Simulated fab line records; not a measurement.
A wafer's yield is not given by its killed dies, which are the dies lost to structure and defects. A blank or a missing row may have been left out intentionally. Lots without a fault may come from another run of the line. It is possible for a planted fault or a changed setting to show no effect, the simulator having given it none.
fab line records | flow berkeleyCmos170
record: lots: 14 wafers: 42 lastDay: 11
route steps=331 shown START@1 ACTIVE@77 SCREENOX@101 V2@294
lots with no fault: from the same line, run without faults
startH: hours from the record's opening day to when the first of the lot's shown wafers began | waitH: hours elapsed since this lot's preceding step | " same as the row above | L1.1+2: a single row standing in for several wafers | - no value present, or no start provided | * or withheld: withheld | < > ~ a bound
route shown NAME@n: names a module that has steps shown in the file, with the first one's number in the route | usual: mean/standard deviation taken from wafers without a fault | same: alike in all rows | chamber/n: place in a boat | sites: each site's reading | _std_site: standard deviation of those values | _edge_site: the outer-site mean with the inner-site mean subtracted | radiusMm: for every site, how far away it sits from the centre of the wafer | mask NAME#n: copy n | behind: the tool/chamber that last shaped the wafer | hold: the reason the lot was held/the length of the hold in hours/how it ended | device: which transistor (n, p or np) failed to switch | end of line: tests of these same wafers at the route's end | for a step that has no rows: nothing shown but its recipe | killed: at the first sort, the dies lost to defects and structure; wafer yield is something else | map: per-die view of a wafer (x killed, . not killed, _ where there is no die)
set.NAME: the setting as run; set.NAME@STEP: as run at that earlier step | model.NAME: the simulator's own value behind a step, which no gauge read
the route's steps for a sample of lots (tables are steps, rows are wafers)
services: the hour from which a tool's chamber was out of use, counted from the record's first day as startH (under 0 if before that day), plus the number of hours and why
== steps ==
step: UCB170_START_BOW_MEAS_00
recipe: mode: bow
usual: INCOMING_BOW: 0/6.3
columns lot.wafer tool chamber startH waitH INCOMING_BOW[um]
L718.2 filmMetro-03 - 10.02 - 4
L718.5 " - " " -6
L718.6 " - " " 5
L719.1 filmMetro-03 - 15.00 - -6
L719.2 " - " " 0
L719.6 " - " " 0
L720.1 filmMetro-04 - 20.00 - 1
L720.2 " - " " 2
L720.5 " - " " 8
L723.2 filmMetro-03 - 35.02 - 6
L723.4 " - " " -1
L723.6 " - " " 3
L724.1 filmMetro-04 - 40.00 - 8
L724.2 " - " " -13
L724.6 " - " " 10
L725.1 filmMetro-04 - 45.00 - 2
L725.3 " - " " -3
L725.5 " - " " 0
L727.1 filmMetro-03 - 55.00 - -7
L727.3 " - " " -15
L727.4 " - " " 1
L729.2 filmMetro-01 - 65.02 - -7
L729.4 " - " " 2
L729.6 " - " " 5
L732.3 filmMetro-01 - 80.04 - 4
L732.4 " - " " -3
L732.6 " - " " 9
L733.2 filmMetro-01 - 85.02 - -8
L733.3 " - " " -6
L733.6 " - " " 9
L734.2 filmMetro-04 - 90.02 - -5
L734.3 " - " " 3
L734.5 " - " " 8
L737.2 filmMetro-04 - 105.02 - 3
L737.3 " - " " 4
L737.5 " - " " 6
L740.1 filmMetro-03 - 120.00 - -5
L740.2 " - " " -2
L740.3 " - " " 4
L741.3 filmMetro-04 - 125.04 - 7
L741.5 " - " " 4
L741.6 " - " " 0
step: UCB170_ACTIVE_CD_MEAS_90
recipe: targetCdNm: 1200
usual: cdNm: 1200.3/1.4
columns lot.wafer tool chamber startH waitH cdNm
L718.2 cdSem-02 - 81.39 0.1 1199.1
L718.5 " - " " 1198.5
L718.6 " - " " 1199.9
L719.1 cdSem-01 - 81.47 0.1 1201.3
L719.2 " - " " 1200.6
L719.6 " - " " 1200.2
L720.1 cdSem-02 - 87.02 0.1 1199.6
L720.2 " - " " 1199.9
L720.5 " - " " 1200.8
L723.2 cdSem-01 - 102.78 0.1 1201.6
L723.4 " - " " 1200.0
L723.6 " - " " 1203.2
L724.1 cdSem-01 - 115.14 0.1 1200.5
L724.2 " - " " 1199.3
L724.6 " - " " 1200.7
L725.1 cdSem-02 - 119.71 0.1 1197.4
L725.3 " - " " 1198.0
L725.5 " - " " 1198.5
L727.1 cdSem-02 - 123.06 0.1 1201.1
L727.3 " - " " 1201.0
L727.4 " - " " 1202.8
L729.2 cdSem-02 - 132.18 0.1 1200.0
L729.4 " - " " 1199.9
L729.6 " - " " 1200.6
L732.3 cdSem-01 - 144.55 0.1 1199.5
L732.4 " - " " 1200.7
L732.6 " - " " 1199.7
L733.2 cdSem-02 - 151.53 0.1 1200.2
L733.3 " - " " 1199.6
L733.6 " - " " 1199.6
L734.2 cdSem-01 - 160.27 0.1 1200.8
L734.3 " - " " 1199.5
L734.5 " - " " 1199.9
L737.2 cdSem-01 - 170.95 0.1 1202.4
L737.3 " - " " 1201.9
L737.5 " - " " 1200.0
L740.1 cdSem-01 - 187.13 0.1 1201.6
L740.2 " - " " 1201.5
L740.3 " - " " 1201.4
L741.3 cdSem-02 - 200.68 0.1 1200.3
L741.5 " - " " 1199.5
L741.6 " - " " 1201.0
step: UCB170_SCREENOX_OXIDATION_01
recipe: tempC: 900 ambient: O2 targetThkA: 144 oxTimeS: 2400
usual: oxTempC: 900.0/0.38 oxTempCMax: 904.1/1.2 zonePowerLoadPct: 26.5/2.7
columns lot.wafer tool chamber startH waitH oxTempC oxTempCMax zonePowerLoadPct
L718.2 furnace-01 0 111.73 6.5 899.9 905.2 24.8
L718.5 " 0 " " 899.4 905.3 25.0
L718.6 " 0 " " 899.9 905.4 25.3
L719.1 furnace-01 0 111.73 6.5 899.7 907.0 25.2
L719.2 " 0 " " 899.5 904.6 25.4
L719.6 " 0 " " 899.6 906.0 24.9
L720.1 furnace-01 0 111.73 0.6 900.6 906.3 25.3
L720.2 " 0 " " 900.4 905.1 25.3
L720.5 " 0 " " 900.8 907.0 25.8
L723.2 furnace-04 0 132.48 3.4 899.8 902.9 30.6
L723.4 " 0 " " 899.3 903.5 30.5
L723.6 " 0 " " 899.6 903.1 30.7
L724.1 furnace-01 0 135.67 1.2 900.0 905.3 25.0
L724.2 " 0 " " 900.4 905.4 25.1
L724.6 " 0 " " 900.5 906.9 25.7
L725.1 furnace-04 0 143.65 3.2 899.5 903.4 30.3
L725.3 " 0 " " 899.4 902.6 31.0
L725.5 " 0 " " 900.0 903.8 30.9
L727.1 furnace-04 0 143.65 3.1 899.8 902.9 30.8
L727.3 " 0 " " 899.9 903.2 30.1
L727.4 " 0 " " 900.3 904.8 30.7
L729.2 furnace-02 0 153.34 1.1 899.9 903.7 24.4
L729.4 " 0 " " 899.7 903.2 24.6
L729.6 " 0 " " 899.7 902.6 24.6
L732.3 furnace-02 0 164.94 2.7 899.8 904.7 24.7
L732.4 " 0 " " 899.7 903.2 25.3
L732.6 " 0 " " 900.0 904.0 24.4
L733.2 furnace-04 0 173.35 0.4 900.1 902.9 30.6
L733.3 " 0 " " 900.2 903.8 30.9
L733.6 " 0 " " 900.1 903.1 31.3
L734.2 furnace-04 0 185.03 6.7 900.1 903.9 30.0
L734.3 " 0 " " 900.0 903.4 31.1
L734.5 " 0 " " 899.3 903.7 30.0
L737.2 furnace-02 0 193.55 2.6 899.9 903.5 23.9
L737.3 " 0 " " 899.7 902.4 24.4
L737.5 " 0 " " 900.3 903.1 24.3
L740.1 furnace-02 - 212.44 2.5 - - -
L740.2 " - " " - - -
L740.3 " - " " - - -
L741.3 furnace-01 - 226.44 3.2 - - -
L741.5 " - " " - - -
L741.6 " - " " - - -
step: UCB170_V2_CMP_02
recipe: material: SiO2 downForcePsi: 6 platenRpm: 60 padVelocityMS: 0.75398
usual: motorCurrentA: 17.3/1.6
columns lot.wafer tool chamber startH waitH motorCurrentA
L719.2 cmp-02 3 166.42 0.1 16.5
L719.1 " 0 " " 14.9
L719.6 " 1 " " 19.7
L718.2 cmp-02 3 167.02 0.2 15.7
L718.5 " 0 " " 15.7
L718.6 " 1 " " 19.3
L720.1 cmp-02 2 167.23 0.1 18.6
L720.2 " 0 " " 16.4
L720.5 " 2 " " 18.2
L723.4 cmp-02 3 179.72 0.1 15.6
L723.2 " 1 " " 20.7
L723.6 " 3 " " 15.8
L724.2 cmp-02 1 193.42 0.0 19.5
L724.1 " 0 " " 14.9
L724.6 " 1 " " 19.3
L727.3 cmp-02 1 207.24 0.0 20.1
L727.1 " 2 " " 18.4
L727.4 " 3 " " 15.9
L725.3 cmp-02 2 210.25 0.0 17.4
L725.1 " 3 " " 15.2
L725.5 " 2 " " 17.8
L729.2 cmp-02 1 210.79 0.0 21.0
L729.4 " 2 " " 18.8
L729.6 " 1 " " 19.1
L732.4 cmp-02 2 223.73 0.0 18.0
L732.3 " 0 " " 15.6
L732.6 " 2 " " 17.7
L733.3 cmp-02 0 231.04 0.1 14.8
L733.2 " 1 " " 19.8
L733.6 " 2 " " 17.9
L734.3 cmp-02 2 238.61 0.1 18.2
L734.2 " 3 " " 15.7
L734.5 " 1 " " 20.6
L737.3 cmp-01 0 247.23 0.1 18.3
L737.2 " 1 " " 16.3
L737.5 " 0 " " 18.4
== services ==
columns tool chamber startH hours kind
furnace-04 - 88.70 3.9 pm
furnace-04 - 92.59 17.4 pm
cmp-01 - 103.98 2.2 repair
cmp-01 - 121.70 1.0 repair
furnace-01 - 145.19 2.8 pm
furnace-01 - 176.20 3.1 pm
furnace-02 - 179.35 4.5 pm
furnace-02 - 217.10 3.9 pm
cmp-02 - 217.54 0.3 repair
cmp-01 - 232.00 4.0 pm
cmp-01 - 236.00 - consumableReplace:conditioner
cmp-01 - 236.00 - consumableReplace:pad
furnace-04 - 245.20 2.7 pm
== key ==
firstSign: step: UCB170_SCREENOX_OXIDATION_01 reading: toolRecord direction: missing
effect none on later readings
metAt UCB170_SCREENOX_OXIDATION_01
struckLots L740,L741
laterRowsLeftOut L740.1,L740.2,L740.3,L741.3,L741.5,L741.6
sortLeftOut L740.1,L740.2,L740.3,L741.3,L741.5,L741.6
testerLeftOut L740,L741
notActingAt UCB170_START_BOW_MEAS_00,UCB170_ACTIVE_CD_MEAS_90,UCB170_V2_CMP_02
onsetBetween 193.55 212.44
fault: kind: skippedStepWhole tool: furnace-01,furnace-02 chamber: - onsetH: 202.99 steps: UCB170_SCREENOX_OXIDATION_01 scope: struckLotsOnly
testerLeftOut: of these lots the tester's yield and bins aren't shown, on N5 and GAA mostly nor the transistor test; their killed dies are dies lost to structure and defects alone, not to doping, threshold or leakage, so they don't give the yield
sortLeftOut: the simulated sort isn't trusted on such a fault, so these wafers' sort isn't shown, and their yield isn't known
laterRowsLeftOut: the simulator's readings of these wafers behind a module that went badly wrong aren't trusted and aren't shown, but for the sort
